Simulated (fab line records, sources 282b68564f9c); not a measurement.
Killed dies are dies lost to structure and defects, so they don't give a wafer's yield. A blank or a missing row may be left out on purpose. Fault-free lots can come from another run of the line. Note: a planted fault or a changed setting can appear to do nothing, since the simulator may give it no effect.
Which tool was responsible?    flow ritCmos    42 wafers from 14 lots sampled at 3 of the route's 202 steps

WHAT THE GAUGES SHOWED, per wafer
RIT_SDANNEAL_RS_MEAS_04: measures by four-point-probe. Usual: PSD_RS 115.98 ohm/sq, standard deviation 0.29.
lot   measured     on            PSD_RS (ohm/sq)       flag
L315  day 3 02:44  filmMetro-02  116.29 116.45 116.25  
L317  day 3 13:32  filmMetro-01  115.78 115.95 115.94  
L319  day 3 22:11  filmMetro-01  115.79 115.84 115.68  
L320  day 4 03:23  filmMetro-03  115.29 115.74 115.84  
L321  day 4 10:14  filmMetro-03  116.12 115.72 115.50  
L322  day 4 19:19  filmMetro-01  115.98 115.59 115.58  
L323  day 4 22:13  filmMetro-02  116.18 116.27 116.61  
L324  day 5 03:11  filmMetro-01  115.60 115.30 116.16  
L326  day 5 11:34  filmMetro-03  115.91 115.97 115.62  
L328  day 5 19:13  filmMetro-02  115.98 115.63 115.43  
L330  day 6 05:09  filmMetro-02  128.17 128.07 128.10  OFF
L331  day 6 08:39  filmMetro-01  116.15 116.04 115.95  
L332  day 6 15:06  filmMetro-02  127.55 127.68 127.90  OFF
L337  day 7 15:11  filmMetro-02  116.02 116.30 116.03  

RIT_SDANNEAL_RS_MEAS_06: measures by four-point-probe. Usual: PLDD_RS 178.8 ohm/sq, standard deviation 0.5.
lot   measured     on            PLDD_RS (ohm/sq)   flag
L315  day 3 02:59  filmMetro-02  179.0 179.3 179.7  
L317  day 3 13:47  filmMetro-01  178.9 179.9 179.0  
L319  day 3 22:26  filmMetro-01  178.1 178.9 178.0  
L320  day 4 03:37  filmMetro-03  178.2 178.9 178.5  
L321  day 4 10:29  filmMetro-03  179.2 178.5 178.6  
L322  day 4 19:34  filmMetro-01  179.1 178.5 178.5  
L323  day 4 22:28  filmMetro-02  178.8 178.8 178.9  
L324  day 5 03:25  filmMetro-01  179.0 178.5 179.4  
L326  day 5 11:48  filmMetro-03  178.2 177.7 178.2  
L328  day 5 19:27  filmMetro-02  178.7 178.5 178.1  
L330  day 6 05:23  filmMetro-02  191.6 192.0 191.5  OFF
L331  day 6 08:53  filmMetro-01  179.2 179.2 178.7  
L332  day 6 15:20  filmMetro-02  190.3 190.7 190.9  OFF
L337  day 7 15:26  filmMetro-02  178.2 179.0 178.7  

WHAT TOOL EACH LOT RAN ON (gives the tool, then ch and the chambers of the sampled wafers, and finally the start)
lot   RIT_SDANNEAL_RTA_03
L315  rtpAnneal-02 ch 0, day 3 02:41
L317  rtpAnneal-02 ch 0, day 3 13:28
L319  rtpAnneal-02 ch 0, day 3 22:07
L320  rtpAnneal-01 ch 0, day 4 03:19
L321  rtpAnneal-02 ch 0, day 4 10:10
L322  rtpAnneal-01 ch 0, day 4 19:15
L323  rtpAnneal-02 ch 0, day 4 22:10
L324  rtpAnneal-01 ch 0, day 5 03:07
L326  rtpAnneal-01 ch 0, day 5 11:29
L328  rtpAnneal-01 ch 0, day 5 19:08
L330  rtpAnneal-02 ch 0, day 6 05:05
L331  rtpAnneal-01 ch 0, day 6 08:35
L332  rtpAnneal-02 ch 0, day 6 15:01
L337  rtpAnneal-01 ch 0, day 7 15:08
- RIT_SDANNEAL_RTA_03: time 5 s.

AS READ BY THE TOOLS THEMSELVES (means over the sampled wafers that have a number; for cases with no such wafer, the mark the record gives instead)
RIT_SDANNEAL_RTA_03. Usual: annealTempCMax 1056.6, standard deviation 2.1; wafer_temp_C_max 1053.5, standard deviation 1.2.
lot   tool          annealTempCMax  wafer_temp_C_max  flag
L315  rtpAnneal-02  1054.9          1054.3            
L317  rtpAnneal-02  1054.7          1052.0            
L319  rtpAnneal-02  1055.1          1053.9            
L320  rtpAnneal-01  1058.4          1052.6            
L321  rtpAnneal-02  1055.8          1053.1            
L322  rtpAnneal-01  1057.7          1053.2            
L323  rtpAnneal-02  1054.4          1052.7            
L324  rtpAnneal-01  1057.0          1054.5            
L326  rtpAnneal-01  1058.9          1053.7            
L328  rtpAnneal-01  1058.7          1053.9            
L330  rtpAnneal-02  1054.7          1053.3            
L331  rtpAnneal-01  1057.8          1054.5            
L332  rtpAnneal-02  1055.2          1053.5            
L337  rtpAnneal-01  1059.2          1054.2            

THE ANSWER, worked out from the rows above alone
Rule: lot off if the mean of its wafers having a number is beyond 3 standard deviations from the usual mean. Also off: a lot with no number at a reading for which 4 or more lots have one. Where the step has rows for the other lots, those lots are counted as sound. After the gauges, taken in route order, come the tools' own readings; for these a lot's mean is taken, as printed above. The first step at which some lot is off is used, and at that step the reading that is off furthest; a lot without a number counts as furthest.
Off: L330, L332, at RIT_SDANNEAL_RS_MEAS_04 (PSD_RS).
If a tool, at a process step before that reading, ran all the lots that are off and no sound lot after the first of them, it fits. Gauges at RIT_SDANNEAL_RS_MEAS_04: tried the same way as those tools. One fits: RIT_SDANNEAL_RTA_03 on rtpAnneal-02. A fault onset in the window from L323 (day 4 22:10, its last sound lot) to L330 (day 6 05:05, its first lot off) fits.

WHAT WAS PUT IN BY THE SIMULATOR
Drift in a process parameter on rtpAnneal-02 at RIT_SDANNEAL_RTA_03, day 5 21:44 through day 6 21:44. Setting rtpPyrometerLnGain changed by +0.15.
Struck lots among those shown: L330, L332. The rule given above showed the same thing.
